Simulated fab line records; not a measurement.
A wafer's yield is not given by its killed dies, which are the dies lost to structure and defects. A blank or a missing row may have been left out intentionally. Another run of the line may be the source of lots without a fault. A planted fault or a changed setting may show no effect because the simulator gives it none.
8D (eight disciplines) problem report, filled in by code :: flow berkeley-cmos170 :: the parts of the form that need people (team, actions taken, sign-off) are left out

== 1. WHAT WENT WRONG ==
tilt-deg at UCB170_PVT_IMPLANT_07 reads a mean of 5.382 degrees on 9 wafers of 3 lots; wafers without a fault read 7.001 degrees with a standard deviation of 0.019. Relative to the usual mean, that is a shift of -85 standard deviations.
First seen on wafer L730.4, day 8 05:49, on implanter-01. At this step, 45 wafers from 15 lots have a number in the record. Rule for "out", or "out of limits": more than 4 standard deviations from the usual mean. Any other wafer with a number is counted as sound.

== 2. WHAT IT IS, WHAT IT ISN'T ==
question: which readings at this step
is: tilt-deg
is not: -

question: which lots
is: L730, L731, L736
is not: L722, L724, L725, L726, L727, L728, L729, L733, L739, L740, L741, L744

question: which wafers of those lots
is: all that have a number
is not: -

question: read on which tools
is: implanter-01
is not: implanter-02, implanter-03

question: when
is: from day 8 05:49
is not: up to then (21 sound wafers); but 15 sound wafers of L733, L739, L740, L741, L744 came after

== 3. THE SUSPECTS, EACH WITH WHAT RULES IT OUT ==
Counting: a tool stays on the suspect list if, at a process step up to the reading, it processed all lots that are out and no sound lot following the first of them.
- implanter-01 at UCB170_PVT_IMPLANT_07: kept. It processed each lot that is out, first L730 at day 8 05:49, and no sound lot thereafter; up to then, the last sound lot it processed was L728 at day 8 05:13. Its own tilt-deg readings are out on those wafers.
The count leaves implanter-01 at UCB170_PVT_IMPLANT_07.

== 4. THE CAUSE (what the simulator had put in) ==
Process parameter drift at UCB170_PVT_IMPLANT_07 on implanter-01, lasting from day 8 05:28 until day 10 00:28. The setting tilt-deg was moved by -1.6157, starting from 7. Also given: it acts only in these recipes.
Only this tool survived the counting.

== 5. THE CHAIN OF EFFECTS, in route order ==
Each row: a reading whose mean over the struck wafers that have a number lies more than 3 standard deviations from the usual. Scope: only readings with a usual standard deviation given in the record; hours: median across lots of the time from each lot's start at the first step in this table that gives one to its start at this step; sigmas: change in usual standard deviations.
hours: 0
step: UCB170_PVT_IMPLANT_07
reading: tilt-deg
usual: 7.001 degrees
on struck wafers: 5.382
change: -1.619
sigmas: -85
Process steps it contains:
- UCB170_PVT_IMPLANT_07

== 6. WHAT WOULD HAVE CAUGHT IT SOONER ==
0 hours passed between the start of the fault at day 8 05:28 and the first reading out of limits in this record, taken at day 8 05:49.
